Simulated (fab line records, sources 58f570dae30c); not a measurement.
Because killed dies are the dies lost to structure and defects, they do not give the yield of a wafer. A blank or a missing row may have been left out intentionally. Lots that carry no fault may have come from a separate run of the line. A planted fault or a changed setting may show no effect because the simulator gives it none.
Lot-split experiment    flow berkeleyCmos170    23 wafers read from 5 lots, route of 331 steps

ABOUT THE SPLIT
At UCB170_GATE_CVD_04 (deposits poly-Si from SiH4, time 1440 s, target thk 214 nm), the setting sih4FlowSccm was moved away from the recipe's 120 sccm on 10 of the 23 wafers read, by -11.8% to -7.0%. This setting was run at the recipe's value on the other wafers.

Between the split and the reading, the file records no step.

THE READING
Values of GATE_POLY_THK in nm from UCB170_GATE_THK_MEAS_05. Typical for fault-free wafers on this fab line: 213.1 nm, with standard deviation 2.7 nm.

wafer   tool, chamber at the split  sih4FlowSccm as run, sccm  against the recipe  GATE_POLY_THK, nm  against lot-mates on the recipe
L075.1  -, -                        120                        recipe              213.2              -
L075.2  -, -                        120                        recipe              215.8              -
L075.3  -, -                        120                        recipe              214.0              -
L075.5  -, -                        120                        recipe              212.6              -
L075.6  -, -                        120                        recipe              215.1              -
L076.2  -, -                        105.8                      -11.8%              190.7              no lot-mate on the recipe
L076.3  -, -                        105.8                      -11.8%              190.3              no lot-mate on the recipe
L076.4  -, -                        105.8                      -11.8%              189.4              no lot-mate on the recipe
L076.5  -, -                        105.8                      -11.8%              189.9              no lot-mate on the recipe
L076.6  -, -                        105.8                      -11.8%              191.6              no lot-mate on the recipe
L079.2  -, -                        120                        recipe              210.7              -
L079.3  -, -                        120                        recipe              212.8              -
L079.4  -, -                        120                        recipe              212.7              -
L079.5  -, -                        120                        recipe              210.8              -
L079.6  -, -                        120                        recipe              211.9              -
L082.1  -, -                        111.6                      -7.0%               201.8              no lot-mate on the recipe
L082.3  -, -                        111.6                      -7.0%               201.7              no lot-mate on the recipe
L082.4  -, -                        111.6                      -7.0%               201.7              no lot-mate on the recipe
L082.5  -, -                        111.6                      -7.0%               200.8              no lot-mate on the recipe
L082.6  -, -                        111.6                      -7.0%               200.5              no lot-mate on the recipe
L083.1  lpcvd-01, 0                 120                        recipe              207.3              -
L083.3  lpcvd-01, 0                 120                        recipe              207.5              -
L083.5  lpcvd-01, 0                 120                        recipe              209.0              -

FIT RESULTS
A straight line over all 23 wafers: GATE_POLY_THK changes by +1.75 nm for each +1% of sih4FlowSccm; r = +0.97; the points scatter about the line by 2.2 nm.
Too few moved wafers have a lot-mate on the recipe to fit a line with each lot's own level taken away.

THE WHOLE CHAIN: every reading that the file lists as answering this split, in the file's order
step                     what it does                                                                  reading                                                                        change (the file's fit)               r (the file's)
UCB170_GATE_CVD_04       deposits poly-Si from SiH4, time 1440 s, target thk 214 nm                    poly-Si_of_GATE_CVD_04.thkNm (the simulator's own value, which no gauge read)  +1.76 nm for each +1% of the setting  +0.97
UCB170_GATE_THK_MEAS_05                                                                                GATE_POLY_THK                                                                  +1.75 for each +1% of the setting     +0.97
UCB170_GATE_ETCH_15      etches poly-Si in HBr/Cl2, stops on SiO2, time 56.3 s, target depth 278.2 nm  GATE.featureDepthNm (the simulator's own value, which no gauge read)           +1.76 nm for each +1% of the setting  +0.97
UCB170_GATE_ETCH_15      etches poly-Si in HBr/Cl2, stops on SiO2, time 56.3 s, target depth 278.2 nm  etch.depthNm (the simulator's own value, which no gauge read)                  +1.66 nm for each +1% of the setting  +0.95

FILE'S OWN FIT
GATE_POLY_THK changes by +1.75 nm for each +1% of sih4FlowSccm, r = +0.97.
